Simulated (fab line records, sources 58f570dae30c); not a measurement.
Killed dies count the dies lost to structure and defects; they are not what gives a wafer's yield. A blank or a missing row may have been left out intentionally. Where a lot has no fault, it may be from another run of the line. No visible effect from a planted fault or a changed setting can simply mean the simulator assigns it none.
Which tool is to blame?    flow berkeley cmos170    Sampling: 7 lots, 21 wafers, 3 of 331 route steps

WHAT THE GAUGES SHOWED, per wafer
UCB170_PVT_TW_MEAS_09.
lot   measured      on             PVT_TW
L834  day 7 15:05   film metro-04  511.5 508.1 509.1
L838  day 8 16:03   film metro-04  513.1 510.3 515.6
L841  day 9 09:47   film metro-04  504.6 505.4 507.7
L845  day 10 01:31  film metro-03  29.9 30.0 30.2
L846  day 10 09:51  film metro-02  508.6 506.6 508.9
L851  day 11 04:29  film metro-02  506.2 506.8 505.3
L853  day 12 01:02  film metro-04  512.6 509.9 508.9

WHICH TOOL RAN EACH LOT (tool, then ch and the chambers of the sampled wafers, then the start)
lot   UCB170_NVT_STRIP_08                   UCB170_PVT_STRIP_08
L834  plasma asher-01 ch 0,1, day 7 12:40   plasma asher-01 ch 0,1, day 7 14:59
L838  plasma asher-01 ch 0,1, day 8 14:16   plasma asher-01 ch 0,1, day 8 15:58
L841  plasma asher-03 ch 0,1, day 9 08:19   plasma asher-03 ch 0, day 9 09:40
L845  plasma asher-03 ch 0,1, day 9 23:55   plasma asher-01 ch 0,1, day 10 01:24
L846  plasma asher-03 ch 0,1, day 10 08:06  plasma asher-02 ch 0,1, day 10 09:37
L851  plasma asher-01 ch 0,1, day 10 23:23  plasma asher-02 ch 1, day 11 04:23
L853  plasma asher-01 ch 0,1, day 11 20:56  plasma asher-02 ch 0,1, day 12 00:56
- UCB170_NVT_STRIP_08: strips in O2.
- UCB170_PVT_STRIP_08: strips in O2.

THE ANSWER, worked out from the rows above alone
Rule: the lots themselves supply what counts as usual. Put in order of their means at a reading, lots are off if they are a third of the lots or fewer, leave a main group of 4 or more, and stand apart from it by a gap of 3 or more times the standard deviation of the main group's means; of several such gaps the widest counts. A main group is skipped when, at the precision printed for the reading in the tables above, its means are all equal. Also off: a lot with no number at a reading for which 4 or more lots have one. All remaining lots with rows at the step are treated as sound.
Off: L845, at UCB170_PVT_TW_MEAS_09 (PVT_TW). Main group: mean 508.8, sd 2.5.
If a tool, at a process step before that reading, ran all the lots that are off and no sound lot after the first of them, it fits. The gauges at UCB170_PVT_TW_MEAS_09 are tried like those tools. 2 tools fit, plasma asher-01 at UCB170_PVT_STRIP_08 and film metro-03 at UCB170_PVT_TW_MEAS_09, so this cannot tell which one it is.

WHAT WAS PUT IN BY THE SIMULATOR
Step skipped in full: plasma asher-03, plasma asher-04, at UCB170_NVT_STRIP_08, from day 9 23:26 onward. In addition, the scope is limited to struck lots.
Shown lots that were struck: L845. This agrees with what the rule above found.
